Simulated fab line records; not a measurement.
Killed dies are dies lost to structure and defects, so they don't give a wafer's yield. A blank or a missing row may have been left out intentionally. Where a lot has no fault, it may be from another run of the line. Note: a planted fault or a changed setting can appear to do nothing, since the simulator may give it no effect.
Which of the tools did it? | flow ritCmos | 42 wafers from 14 lots sampled at 5 of the route's 202 steps

## WHAT EACH GAUGE READ, for each wafer
RIT_ACTIVE_CD_MEAS_11 targets a cd of 1400 nm.
lot  | measured    | on       | cdNm (nm)
L459 | day 1 20:33 | cdSem-02 | 1402.5 1404.5 1403.9
L460 | day 2 02:35 | cdSem-01 | 1400.5 1398.2 1400.5
L461 | day 2 05:28 | cdSem-01 | 1395.4 1395.6 1395.7
L463 | day 2 21:46 | cdSem-02 | 1401.3 1398.7 1400.3
L465 | day 3 01:55 | cdSem-02 | 1399.9 1400.6 1400.5
L466 | day 3 07:30 | cdSem-02 | 1402.5 1401.7 1400.2
L469 | day 3 21:54 | cdSem-01 | 1399.1 1400.2 1399.6
L470 | day 4 02:51 | cdSem-02 | 1396.2 1399.3 1398.7
L474 | day 5 01:41 | cdSem-02 | 1399.4 1400.4 1398.8
L476 | day 5 08:34 | cdSem-02 | 1400.8 1403.7 1403.6
L477 | day 5 13:29 | cdSem-02 | 1397.2 1395.7 1396.7
L479 | day 5 23:34 | cdSem-01 | 1398.9 1401.1 1399.6
L480 | day 6 04:26 | cdSem-01 | 1401.5 1400.9 1398.1
L481 | day 6 11:43 | cdSem-02 | 1395.4 1394.6 1395.4

RIT_PWELL_TW_MEAS_10.
lot  | measured    | on           | PWELL_TW
L459 | day 2 06:58 | filmMetro-02 | 948 943 947
L460 | day 2 10:28 | filmMetro-03 | 942 943 938
L461 | day 2 21:56 | filmMetro-03 | 943 946 939
L463 | day 3 06:33 | filmMetro-02 | 944 949 951
L465 | day 3 11:52 | filmMetro-03 | 948 950 951
L466 | day 3 20:23 | filmMetro-02 | 945 943 943
L469 | day 4 07:29 | filmMetro-02 | 948 954 949
L470 | day 4 14:19 | filmMetro-01 | 945 949 947
L474 | day 5 09:48 | filmMetro-01 | 947 947 948
L476 | day 5 17:21 | filmMetro-02 | 951 951 946
L477 | day 6 00:10 | filmMetro-01 | 951 949 948
L479 | day 6 12:17 | filmMetro-01 | 949 951 950
L480 | day 6 16:38 | filmMetro-02 | 950 953 950
L481 | day 6 22:42 | filmMetro-01 | 948 946 949

RIT_WELLDRIVE_RS_MEAS_01: uses a four-point probe to measure.
lot  | measured    | on           | NWELL_RS (ohm/sq)
L459 | day 2 15:25 | filmMetro-01 | 275.9 277.3 276.7
L460 | day 2 16:32 | filmMetro-02 | 276.6 276.3 275.7
L461 | day 3 03:05 | filmMetro-02 | 277.2 277.0 276.5
L463 | day 3 11:43 | filmMetro-02 | 274.4 275.2 275.3
L465 | day 3 17:01 | filmMetro-01 | 274.2 273.4 274.5
L466 | day 4 01:33 | filmMetro-02 | 275.4 276.2 275.4
L469 | day 4 12:59 | filmMetro-01 | 275.7 275.2 274.8
L470 | day 4 20:10 | filmMetro-02 | 275.2 276.2 276.1
L474 | day 5 15:55 | filmMetro-02 | 275.6 275.4 275.5
L476 | day 5 23:11 | filmMetro-02 | 275.8 276.5 276.0
L477 | day 6 07:05 | filmMetro-03 | 275.0 274.7 275.1
L479 | day 6 17:37 | filmMetro-03 | 274.3 274.8 273.8
L480 | day 7 00:37 | filmMetro-01 | 275.6 274.4 274.7
L481 | day 7 07:04 | filmMetro-02 | 274.9 275.9 276.0

RIT_GATE_THK_MEAS_07.
lot  | measured    | on           | GATE_OXIDE_THK (nm)
L459 | day 2 21:37 | filmMetro-03 | 2.96 2.97 2.99
L460 | day 2 21:52 | filmMetro-02 | 3.08 3.03 2.97
L461 | day 3 11:56 | filmMetro-04 | 2.92 2.93 2.98
L463 | day 3 18:54 | filmMetro-04 | 3.00 2.98 3.00
L465 | day 3 22:28 | filmMetro-04 | 2.99 3.03 2.98
L466 | day 4 09:59 | filmMetro-03 | 3.05 3.02 3.06
L469 | day 4 20:23 | filmMetro-03 | 2.99 3.07 2.95
L470 | day 5 02:48 | filmMetro-03 | 3.03 2.95 3.06
L474 | day 5 21:26 | filmMetro-04 | 2.98 2.98 2.96
L476 | day 6 10:05 | filmMetro-04 | 3.42 3.42 3.48
L477 | day 6 14:31 | filmMetro-02 | 3.41 3.47 3.43
L479 | day 7 06:02 | filmMetro-02 | 3.05 2.97 3.11
L480 | day 7 13:25 | filmMetro-04 | 3.06 3.05 3.06
L481 | day 7 18:00 | filmMetro-04 | 2.92 2.95 2.97

## WHAT TOOL EACH LOT RAN ON (gives the tool, then ch and the chambers of the sampled wafers, and finally the start)
lot  | RIT_GATE_OXIDATION_05
L459 | furnace-04 ch 0, day 2 19:35
L460 | furnace-01 ch 0, day 2 20:31
L461 | furnace-03 ch 0, day 3 09:38
L463 | furnace-04 ch 0, day 3 16:14
L465 | furnace-04 ch 0, day 3 20:53
L466 | furnace-03 ch 0, day 4 07:25
L469 | furnace-03 ch 0, day 4 17:51
L470 | furnace-01 ch 0, day 5 01:28
L474 | furnace-01 ch 0, day 5 20:06
L476 | furnace-01 ch 0, day 6 04:54
L477 | furnace-01 ch 0, day 6 12:03
L479 | furnace-04 ch 0, day 7 00:52
L480 | furnace-04 ch 0, day 7 07:02
L481 | furnace-03 ch 0, day 7 13:25
- RIT_GATE_OXIDATION_05: target thk 3 nm, ox time 270 s.

## AS READ BY THE TOOLS THEMSELVES (means over the sampled wafers that have a number; for cases with no such wafer, the mark the record gives instead)
RIT_GATE_OXIDATION_05.
lot  | tool       | tube_center_temp_C_max
L459 | furnace-04 | 902.4
L460 | furnace-01 | 902.5
L461 | furnace-03 | 902.5
L463 | furnace-04 | 902.4
L465 | furnace-04 | 902.3
L466 | furnace-03 | 902.1
L469 | furnace-03 | 902.0
L470 | furnace-01 | 902.2
L474 | furnace-01 | 902.5
L476 | furnace-01 | 902.3
L477 | furnace-01 | 902.4
L479 | furnace-04 | 902.2
L480 | furnace-04 | 902.3
L481 | furnace-03 | 902.4

## THE ANSWER, worked out from the rows above alone
Rule: the usual values come from the lots themselves. Put in order of their means at a reading, lots are off if they are a third of the lots or fewer, leave a main group of 4 or more, and stand apart from it by a gap of 3 or more times the standard deviation of the main group's means; of several such gaps the widest counts. Not used: any main group whose means are identical at the precision the tables above print for the reading. Also off: a lot with no number at a reading for which 4 or more lots have one. All remaining lots with rows at the step are treated as sound. The gauges are gone through in route order, then the tools' own readings, and for those a lot's mean is taken as printed above. At the first step where some lot is off, the reading lying furthest off is the one used; lots without a number count as furthest.
Off: L476, L477, seen at RIT_GATE_THK_MEAS_07 (GATE_OXIDE_THK). For the main group the mean is 3.00 nm and the standard deviation 0.036.
A tool fits if, at a process step before that reading, it ran every lot that is off, and no sound lot after the first of them. The gauges at RIT_GATE_THK_MEAS_07 are tried like those tools. One fits: RIT_GATE_OXIDATION_05 on furnace-01. A fault onset in the window from L474 (day 5 20:06, its last sound lot) to L476 (day 6 04:54, its first lot off) fits.

## WHAT WAS PUT IN BY THE SIMULATOR
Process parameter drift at RIT_GATE_OXIDATION_05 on furnace-01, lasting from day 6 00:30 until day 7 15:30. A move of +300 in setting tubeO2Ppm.
Struck lots among those shown: L476, L477. The rule given above showed the same thing.
